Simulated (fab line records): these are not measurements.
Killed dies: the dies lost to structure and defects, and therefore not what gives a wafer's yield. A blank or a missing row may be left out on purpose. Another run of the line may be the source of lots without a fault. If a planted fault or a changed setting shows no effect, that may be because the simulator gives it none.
Check for tools in common -- flow ritCmos -- Lots sampled 14, wafers sampled 42

WHY THIS WAS OPENED
Of 14 lots, 2 have the reading PWELL_TW flagged at RIT_PWELL_TW_MEAS_10. Wafers without a fault read 961, standard deviation 5.
Rule: a lot gets a flag if all its wafers with a number sit over 4 standard deviations from that mean, or if no wafer of it has a number. As for the other lots, they are considered sound.

lot,measured,on,"PWELL_TW, wafer by wafer",flag
L127,day 2 08:47,filmMetro-03,969 968 967,
L128,day 2 10:57,filmMetro-02,962 959 961,
L129,day 2 13:49,filmMetro-02,960 962 963,
L130,day 2 19:36,filmMetro-03,967 965 968,
L131,day 2 23:38,filmMetro-01,959 963 959,
L132,day 3 04:35,filmMetro-03,969 967 965,
L134,day 3 15:46,filmMetro-01,955 959 951,
L135,day 3 19:43,filmMetro-02,968 966 963,
L136,day 4 00:46,filmMetro-01,953 957 954,
L138,day 4 10:38,filmMetro-01,954 945 951,
L144,day 5 17:25,filmMetro-01,954 960 957,
L145,day 5 23:49,filmMetro-02,1072 1074 1072,FLAGGED
L146,day 6 03:06,filmMetro-01,1076 1077 1075,FLAGGED
L147,day 6 08:50,filmMetro-03,960 958 962,
Average over the flagged lots: 1074; offset from the usual +113, equal to +23 standard deviations.

WHICH TOOL RAN EACH LOT
The record keeps 1 process step preceding the reading, out of 202 steps on the route. Every cell lists first the tool, next ch and the chambers used by the sampled wafers, and last the start.
lot,flag,RIT_PWELL_IMPLANT_08
L127,,"implanter-03 ch 0, day 2 08:28"
L128,,"implanter-04 ch 0, day 2 10:38"
L129,,"implanter-04 ch 0, day 2 13:30"
L130,,"implanter-04 ch 0, day 2 19:16"
L131,,"implanter-03 ch 0, day 2 23:19"
L132,,"implanter-04 ch 0, day 3 04:17"
L134,,"implanter-04 ch 0, day 3 15:26"
L135,,"implanter-03 ch 0, day 3 19:23"
L136,,"implanter-03 ch 0, day 4 00:26"
L138,,"implanter-01 ch 0, day 4 10:19"
L144,,"implanter-01 ch 0, day 5 17:07"
L145,FLAGGED,"implanter-01 ch 0, day 5 23:21"
L146,FLAGGED,"implanter-01 ch 0, day 6 02:47"
L147,,"implanter-03 ch 0, day 6 08:32"
What is done by these steps:
- RIT_PWELL_IMPLANT_08
- RIT_PWELL_TW_MEAS_10

FLAGGED AGAINST TOTAL, ONE TOOL AT A TIME (gauges that did the reading follow at the end)
step,tool,lots run,flagged,share of the flagged lots,sound lots run after its first flagged lot
RIT_PWELL_IMPLANT_08,implanter-01,4,2,all,0
RIT_PWELL_IMPLANT_08,implanter-03,5,0,none,-
RIT_PWELL_IMPLANT_08,implanter-04,5,0,none,-
RIT_PWELL_TW_MEAS_10,filmMetro-01,6,1,some,0
RIT_PWELL_TW_MEAS_10,filmMetro-02,4,1,some,0
RIT_PWELL_TW_MEAS_10,filmMetro-03,4,0,none,-

WHAT IS ALLOWED BY THE TABLE
Rows of the table that ran each flagged lot: 1, that is implanter-01 at RIT_PWELL_IMPLANT_08.
- implanter-01 at RIT_PWELL_IMPLANT_08 ran 4 lots, 2 of them flagged. Its last sound lot is L144 (day 5 17:07), its first flagged lot L145 (day 5 23:21): a fault that began between those two fits. Its own readings (doseIonsCm2, faradayCurrentUA) fall more than 4 standard deviations out on all wafers of the flagged lots.
Left over: one tool, implanter-01 at RIT_PWELL_IMPLANT_08.

WHAT HAD BEEN PUT IN BY THE SIMULATOR
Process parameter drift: implanter-01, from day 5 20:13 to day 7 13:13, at RIT_PWELL_IMPLANT_08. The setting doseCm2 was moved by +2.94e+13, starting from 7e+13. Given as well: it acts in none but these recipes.
Shown lots that were struck: L145, L146. This agrees with what the rule above found.
